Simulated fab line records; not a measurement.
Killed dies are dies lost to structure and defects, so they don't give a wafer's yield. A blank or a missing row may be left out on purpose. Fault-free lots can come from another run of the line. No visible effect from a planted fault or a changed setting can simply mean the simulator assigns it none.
8D (eight disciplines) problem report, filled in by code    flow ritCmos    the parts of the form that need people (team, actions taken, sign-off) are left out

## 1. THE PROBLEM
At RIT_ACTIVE_ETCH_13, chamberPressureMTorr averages 208.24 mTorr over 2 wafers from 2 lots, while fault-free wafers read 260.00 mTorr, standard deviation 0.22. So: -99 or more standard deviations from the usual mean.
The step: etches Si3N4 in SF6, stops on SiO2, time 210 s, target depth 210 nm.
The first sign was on wafer L938.2 at day 6 04:55, on rieDiel-04. The record has a number at this step for 18 wafers belonging to 6 lots. The rule behind "out" and "out of limits": a value lying over 4 standard deviations away from the usual mean. The other wafers with a number count as sound.

## 2. WHAT IT IS, WHAT IT ISN'T
question                     is                    is not
which readings at this step  chamberPressureMTorr  drypumpMotorCurrentA, oesProductAu, throttleValvePct
which lots                   L938, L939            L918, L929, L934, L935
which wafers of those lots   L938.2, L939.2        L938.4, L938.5, L939.4, L939.6
read on which tools          rieDiel-04            rieDiel-02, rieDiel-03
when                         from day 6 04:55      up to then (14 sound wafers); but 2 sound wafers of L939 came after

## 3. SUSPECTS, AND WHAT RULES EACH OUT
Counting: a tool at a process step up to the reading stays a suspect if it ran every lot that is out. Sound lots after the first of them don't rule it out here, since some wafers of a struck lot are sound.
- rieDiel-04 at RIT_ACTIVE_ETCH_13 (etches Si3N4 in SF6, stops on SiO2, time 210 s, target depth 210 nm): kept. It ran every lot that is out, first L938 (day 6 04:55); its last sound lot up to then is L918 (day 2 00:45). On those wafers its own readings are out: chamberPressureMTorr.
- At RIT_ACTIVE_ETCH_13, inside rieDiel-04: chamber 3 took the wafers that are out, while their sound lot-mates went through chambers 1, 2.
The count leaves rieDiel-04 at RIT_ACTIVE_ETCH_13.

## 4. THE CAUSE (what the simulator had put in)
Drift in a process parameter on rieDiel-04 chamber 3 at RIT_ACTIVE_ETCH_13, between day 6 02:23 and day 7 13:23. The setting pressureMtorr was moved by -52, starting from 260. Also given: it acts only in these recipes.
After counting, this tool was the only one left.

## 5. THE CHAIN OF EFFECTS, in route order
Rows list readings where the struck wafers' mean (over those with a number) sits beyond 3 standard deviations from the usual. Only readings whose record carries a usual standard deviation are examined. hours: median over the lots of the time between each lot's start at the first step of this table that gives one and its start at this step. sigmas: the change, counted in usual standard deviations.
hours  step                reading               usual         on struck wafers  change  sigmas
0      RIT_ACTIVE_ETCH_13  chamberPressureMTorr  260.00 mTorr  208.24            -51.76  -99 or more
45     RIT_M1_PROBE_99     killedAtContacts      0.1           1.0               +0.9    +3.9
It contains these process steps:
- RIT_ACTIVE_ETCH_13: etches Si3N4 in SF6, stops on SiO2, time 210 s, target depth 210 nm.
- RIT_M1_PROBE_99

## 6. HOW IT WOULD HAVE BEEN CAUGHT EARLIER
In this record no reading fell out of limits until day 6 04:55, 3 hours after the fault had begun at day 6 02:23.
